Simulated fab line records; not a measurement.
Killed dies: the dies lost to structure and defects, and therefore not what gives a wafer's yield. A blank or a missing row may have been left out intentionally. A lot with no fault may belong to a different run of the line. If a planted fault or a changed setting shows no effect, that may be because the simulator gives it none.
2 desks, one fault | flow rit_cmos | only its own numbers are on each desk; what lay behind them is given at the end

## AT THE TOOL OWNER'S DESK: lpcvd-02
The tool's own readings at RIT_ACTIVE_CVD_03 (deposits Si3N4 from SiH2Cl2/NH3, target thk 150 nm, time 1500 s): means of the sampled wafers that have a number, for each lot that ran on this tool. If a lot's mean is further than 4 standard deviations from the usual mean, the lot is out of limits and carries the mark OUT (the distance appears in the brackets).
Columns: A = spike_tc_centre_C at RIT_ACTIVE_CVD_03, usual 811.7 C; B = zone_power_load_pct at RIT_ACTIVE_CVD_03, usual 21.2 %
lot  | first seen here | A               | B
L988 | day 1 19:04     | 813.2           | 21.8
L990 | day 2 03:45     | 813.8           | 22.0
L995 | day 3 07:50     | 810.4           | 21.6
L998 | day 3 19:25     | 812.9           | 22.2
L100 | day 4 06:08     | 813.2           | 22.1
L110 | day 6 07:07     | 838.3 (+20) OUT | 20.2
This desk's finding: out of limits on L110; first on L110, day 6 07:07 (spike_tc_centre_C at RIT_ACTIVE_CVD_03). Within limits: L988, L990, L995, L998, L100.

## METROLOGY DESK
Means of the sampled wafers that have a number, per lot and without regard to the tool the lot ran on: this is what the gauges read. If a lot's mean is further than 4 standard deviations from the usual mean, the lot is out of limits and carries the mark OUT (the distance appears in the brackets).
Columns: A = ACTIVE_NITRIDE_THK at RIT_ACTIVE_THK_MEAS_04, usual 150.1 nm; B = cd_nm at RIT_GATE_CD_MEAS_16, usual 150 nm; C = cd_nm at RIT_GATE_CD_MEAS_90, usual 150 nm; D = PLDD_OVL at RIT_PLDD_OVL_MEAS_06, usual 1.0 nm
lot  | first seen here | A               | B   | C   | D
L987 | day 1 14:02     | 148.9           | 149 | 149 | -2.6
L988 | day 1 20:29     | 149.9           | 145 | 145 | 2.7
L990 | day 2 05:11     | 151.6           | 152 | 152 | 1.1
L992 | day 2 16:16     | 150.5           | 148 | 148 | 1.7
L993 | day 2 19:49     | 151.6           | 147 | 148 | 0.9
L994 | day 3 02:24     | 149.3           | 146 | 146 | 0.8
L995 | day 3 09:59     | 150.0           | 150 | 150 | 0.1
L998 | day 3 21:34     | 148.8           | 152 | 152 | -0.6
L999 | day 4 04:49     | 147.9           | 153 | 153 | 0.2
L100 | day 4 07:34     | 147.5           | 153 | 153 | -0.4
L101 | day 4 12:32     | 150.1           | 151 | 151 | 3.4
L102 | day 4 16:32     | 152.4           | 151 | 151 | 1.7
L110 | day 6 08:32     | 176.5 (+18) OUT | 151 | 151 | 1.0
Per this desk, out of limits: L110; the first was L110, day 6 08:32 (ACTIVE_NITRIDE_THK at RIT_ACTIVE_THK_MEAS_04). Within limits: L987, L988, L990, L992, L993, L994, L995, L998, L999, L100, L101, L102.

## BROUGHT TOGETHER
At day 6 07:07, on L110, the tool owner's desk was in a position to raise an alarm.
L110 would have let the metrology desk raise an alarm at day 6 08:32.
Of the lots named, all ran RIT_ACTIVE_CVD_03 on lpcvd-02.

## WHAT THE SIMULATOR HAD PUT IN
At RIT_ACTIVE_CVD_03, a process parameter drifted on lpcvd-02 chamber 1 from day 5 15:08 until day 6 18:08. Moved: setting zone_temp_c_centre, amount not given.
Struck lots among those shown: L110.
Fault start to first reading out of limits, in hours, per desk: tool owner, 16; metrology, 17.
